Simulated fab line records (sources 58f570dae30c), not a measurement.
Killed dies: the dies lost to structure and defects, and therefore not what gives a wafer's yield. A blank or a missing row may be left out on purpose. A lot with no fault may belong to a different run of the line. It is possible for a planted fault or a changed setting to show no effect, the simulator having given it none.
fab line records -- flow berkeley_cmos170
[record] lots = 14, wafers = 42, last_day = 12
route steps=331 shown SILICIDE@211
lots that met no fault: taken from a fault-free run of the same line
start_h: hours from the record's first day to the start of the lot's first wafer shown -- wait_h: how many hours have passed since the lot's step before this one -- " repeats the value in the row above -- L1.1+2: a row that stands for several wafers -- - no value, or no start was given -- * or withheld: withheld -- < > ~ a bound
route shown NAME@n: NAME is a module with steps in the file, n the number in the route of the first one -- usual: average and standard deviation across the fault-free wafers -- same: alike in all rows -- chamber/n: place in a boat -- sites: the reading at each site -- _std_site: their standard deviation -- _edge_site: inner sites' mean taken away from outer sites' mean -- radius_mm: how far each site lies from the wafer's centre -- mask NAME#n: copy n -- behind: the tool/chamber that last shaped the wafer -- hold: cause of the lot's hold/its duration in hours/its outcome -- device: transistor that didn't switch, given as n, p or np -- end of line: tests run on the same wafers once the route is complete -- a step given without rows: its recipe and nothing more -- killed: dies lost to structure and defects at the first sort, not the wafer's yield -- map: the dies of a wafer, with x for killed, . for not killed, _ for no die there
set.NAME: setting as actually run; set.NAME@STEP: the setting as run at that earlier step -- model.NAME: the simulator's own value behind a step, which no gauge read
a sample of lots followed through the steps of the route, with each step as a table and each wafer as a row
services: a tool's chamber out of use, with start hour (start_h, from the record's first day; less than 0 if before it), hours out, and reason
[[steps]]
[step UCB170_SILICIDE_SPUTTER_01]
[recipe] material = Ti, target_thk_nm = 30, time_s = 25, power_w = 1500, chamber_pressure_pa = 0.5
[usual] throttle_valve_pct = 29.8/0.62
lot.wafer,tool,chamber,start_h,wait_h,throttle_valve_pct
L349.3,pvd_sputter-04,-,147.93,0.0,29.7
L349.4,pvd_sputter-04,-,147.93,0.0,29.3
L349.6,pvd_sputter-04,-,147.93,0.0,29.7
L351.3,pvd_sputter-03,-,173.87,0.0,31.4
L351.4,pvd_sputter-03,-,173.87,0.0,29.6
L351.6,pvd_sputter-03,-,173.87,0.0,29.2
L352.1,pvd_sputter-01,-,174.22,0.0,29.4
L352.2,pvd_sputter-01,-,174.22,0.0,30.8
L352.3,pvd_sputter-01,-,174.22,0.0,30.1
L354.1,pvd_sputter-01,-,186.01,0.0,30.0
L354.4,pvd_sputter-01,-,186.01,0.0,28.8
L354.6,pvd_sputter-01,-,186.01,0.0,30.1
L356.2,pvd_sputter-03,-,186.29,0.0,30.4
L356.3,pvd_sputter-03,-,186.29,0.0,29.4
L356.5,pvd_sputter-03,-,186.29,0.0,31.1
L360.1,pvd_sputter-01,-,212.32,0.0,29.1
L360.3,pvd_sputter-01,-,212.32,0.0,30.5
L360.4,pvd_sputter-01,-,212.32,0.0,30.3
L361.1,pvd_sputter-04,-,212.34,0.0,29.6
L361.4,pvd_sputter-04,-,212.34,0.0,29.7
L361.5,pvd_sputter-04,-,212.34,0.0,29.6
L359.1,pvd_sputter-01,-,212.80,0.0,29.2
L359.5,pvd_sputter-01,-,212.80,0.0,30.0
L359.6,pvd_sputter-01,-,212.80,0.0,29.1
L362.2,pvd_sputter-03,-,213.21,0.0,30.0
L362.4,pvd_sputter-03,-,213.21,0.0,29.3
L362.5,pvd_sputter-03,-,213.21,0.0,29.5
L366.1,pvd_sputter-01,-,224.86,0.0,30.0
L366.4,pvd_sputter-01,-,224.86,0.0,28.6
L366.6,pvd_sputter-01,-,224.86,0.0,29.9
L364.2,pvd_sputter-03,-,224.99,0.0,30.5
L364.5,pvd_sputter-03,-,224.99,0.0,29.8
L364.6,pvd_sputter-03,-,224.99,0.0,30.5
L367.2,pvd_sputter-04,-,241.26,0.0,29.5
L367.4,pvd_sputter-04,-,241.26,0.0,30.2
L367.5,pvd_sputter-04,-,241.26,0.0,29.6
L369.1,pvd_sputter-04,-,251.39,0.0,29.8
L369.4,pvd_sputter-04,-,251.39,0.0,30.0
L369.5,pvd_sputter-04,-,251.39,0.0,29.6
L370.2,pvd_sputter-04,-,262.05,0.0,29.7
L370.3,pvd_sputter-04,-,262.05,0.0,30.1
L370.4,pvd_sputter-04,-,262.05,0.0,29.8
[step UCB170_SILICIDE_RS_MEAS_02]
[recipe] thk_meas_gauge = four-point-probe, reads = Ti_of_SILICIDE_SPUTTER_01
[usual] SILICIDE_TI_RS = 26.14/0.28
lot.wafer,tool,chamber,start_h,wait_h,SILICIDE_TI_RS[ohm/sq]
L349.3,film_metro-02,-,148.01,0.1,26.29
L349.4,film_metro-02,-,148.01,0.1,26.23
L349.6,film_metro-02,-,148.01,0.1,26.12
L351.3,film_metro-01,-,173.94,0.1,26.10
L351.4,film_metro-01,-,173.94,0.1,26.07
L351.6,film_metro-01,-,173.94,0.1,26.42
L352.1,film_metro-02,-,174.25,0.0,25.76
L352.2,film_metro-02,-,174.25,0.0,25.99
L352.3,film_metro-02,-,174.25,0.0,26.02
L354.1,film_metro-03,-,186.04,0.0,26.27
L354.4,film_metro-03,-,186.04,0.0,26.06
L354.6,film_metro-03,-,186.04,0.0,26.35
L356.2,film_metro-03,-,186.34,0.0,26.03
L356.3,film_metro-03,-,186.34,0.0,25.86
L356.5,film_metro-03,-,186.34,0.0,25.52
L360.1,film_metro-03,-,212.35,0.0,26.02
L360.3,film_metro-03,-,212.35,0.0,26.19
L360.4,film_metro-03,-,212.35,0.0,26.67
L361.1,film_metro-01,-,212.37,0.0,26.14
L361.4,film_metro-01,-,212.37,0.0,26.25
L361.5,film_metro-01,-,212.37,0.0,26.15
L359.1,film_metro-01,-,212.89,0.1,26.12
L359.5,film_metro-01,-,212.89,0.1,26.77
L359.6,film_metro-01,-,212.89,0.1,26.25
L362.2,film_metro-03,-,213.26,0.0,18.80
L362.4,film_metro-03,-,213.26,0.0,25.93
L362.5,film_metro-03,-,213.26,0.0,26.40
L366.1,film_metro-02,-,224.92,0.0,26.44
L366.4,film_metro-02,-,224.92,0.0,25.70
L366.6,film_metro-02,-,224.92,0.0,26.27
L364.2,film_metro-02,-,225.12,0.1,26.39
L364.5,film_metro-02,-,225.12,0.1,18.77
L364.6,film_metro-02,-,225.12,0.1,26.43
L367.2,film_metro-02,-,241.31,0.0,25.66
L367.4,film_metro-02,-,241.31,0.0,25.85
L367.5,film_metro-02,-,241.31,0.0,25.89
L369.1,film_metro-02,-,251.42,0.0,25.80
L369.4,film_metro-02,-,251.42,0.0,25.55
L369.5,film_metro-02,-,251.42,0.0,26.05
L370.2,film_metro-01,-,262.10,0.0,25.84
L370.3,film_metro-01,-,262.10,0.0,25.73
L370.4,film_metro-01,-,262.10,0.0,25.79
[step UCB170_SILICIDE_THK_MEAS_03]
[recipe] thk_meas_gauge = xrf, reads = Ti_of_SILICIDE_SPUTTER_01
[usual] SILICIDE_TI_THK = 30.5/0.41
lot.wafer,tool,chamber,start_h,wait_h,SILICIDE_TI_THK[nm]
L349.3,film_metro-02,-,148.11,0.1,30.0
L349.4,film_metro-02,-,148.11,0.1,30.0
L349.6,film_metro-02,-,148.11,0.1,30.2
L351.3,film_metro-01,-,174.04,0.1,30.4
L351.4,film_metro-01,-,174.04,0.1,30.4
L351.6,film_metro-01,-,174.04,0.1,30.0
L352.1,film_metro-02,-,174.37,0.1,30.7
L352.2,film_metro-02,-,174.37,0.1,30.5
L352.3,film_metro-02,-,174.37,0.1,30.4
L354.1,film_metro-03,-,186.16,0.1,30.7
L354.4,film_metro-03,-,186.16,0.1,30.8
L354.6,film_metro-03,-,186.16,0.1,30.6
L356.2,film_metro-03,-,186.45,0.1,30.9
L356.3,film_metro-03,-,186.45,0.1,31.1
L356.5,film_metro-03,-,186.45,0.1,31.5
L360.1,film_metro-03,-,212.47,0.1,31.0
L360.3,film_metro-03,-,212.47,0.1,30.7
L360.4,film_metro-03,-,212.47,0.1,30.4
L361.1,film_metro-01,-,212.49,0.1,30.2
L361.4,film_metro-01,-,212.49,0.1,30.3
L361.5,film_metro-01,-,212.49,0.1,30.3
L359.1,film_metro-01,-,213.01,0.1,30.5
L359.5,film_metro-01,-,213.01,0.1,29.8
L359.6,film_metro-01,-,213.01,0.1,30.3
L362.2,film_metro-03,-,213.37,0.1,41.0
L362.4,film_metro-03,-,213.37,0.1,31.0
L362.5,film_metro-03,-,213.37,0.1,30.6
L366.1,film_metro-02,-,225.04,0.1,30.1
L366.4,film_metro-02,-,225.04,0.1,30.8
L366.6,film_metro-02,-,225.04,0.1,30.2
L364.2,film_metro-02,-,225.23,0.1,30.3
L364.5,film_metro-02,-,225.23,0.1,40.5
L364.6,film_metro-02,-,225.23,0.1,30.2
L367.2,film_metro-02,-,241.42,0.1,30.7
L367.4,film_metro-02,-,241.42,0.1,30.7
L367.5,film_metro-02,-,241.42,0.1,30.6
L369.1,film_metro-02,-,251.54,0.1,30.6
L369.4,film_metro-02,-,251.54,0.1,31.0
L369.5,film_metro-02,-,251.54,0.1,30.5
L370.2,film_metro-01,-,262.21,0.1,30.8
L370.3,film_metro-01,-,262.21,0.1,31.0
L370.4,film_metro-01,-,262.21,0.1,30.9
[[services]]
tool,chamber,start_h,hours,kind
pvd_sputter-01,-,169.44,1.5,repair
pvd_sputter-04,3,204.91,-,consumable_replace:kit
pvd_sputter-04,3,204.91,18.0,scheduled_down
pvd_sputter-04,3,204.91,18.0,vent_cycle
pvd_sputter-04,-,213.98,2.0,repair
[[key]]
[first_sign] step = UCB170_SILICIDE_RS_MEAS_02, reading = SILICIDE_TI_RS, direction = down, sigmas = 26, usual = 26.14, struck = 18.79
[effect] step = UCB170_SILICIDE_THK_MEAS_03, reading = SILICIDE_TI_THK, direction = up, sigmas = 25, usual = 30.5, struck = 40.7
met_at UCB170_SILICIDE_SPUTTER_01
struck_lots L362,L364
struck_wafers L362.2,L364.5
tester_left_out L362,L364
onset_between 186.29 213.21
[fault] kind = process_parameter_drift, tool = pvd_sputter-03, chamber = -, onset_h = 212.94, steps = UCB170_SILICIDE_SPUTTER_01, channel = target_thk_nm, offset = 10.098, shape = step, end_h = 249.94, acts_in = these_recipes_only, stated = 30, scope = struck_wafers_only
// tester_left_out: of these lots the tester's yield and bins aren't shown, on N5 and GAA mostly nor the transistor test; their killed dies are dies lost to structure and defects alone, not to doping, threshold or leakage, so they don't give the yield
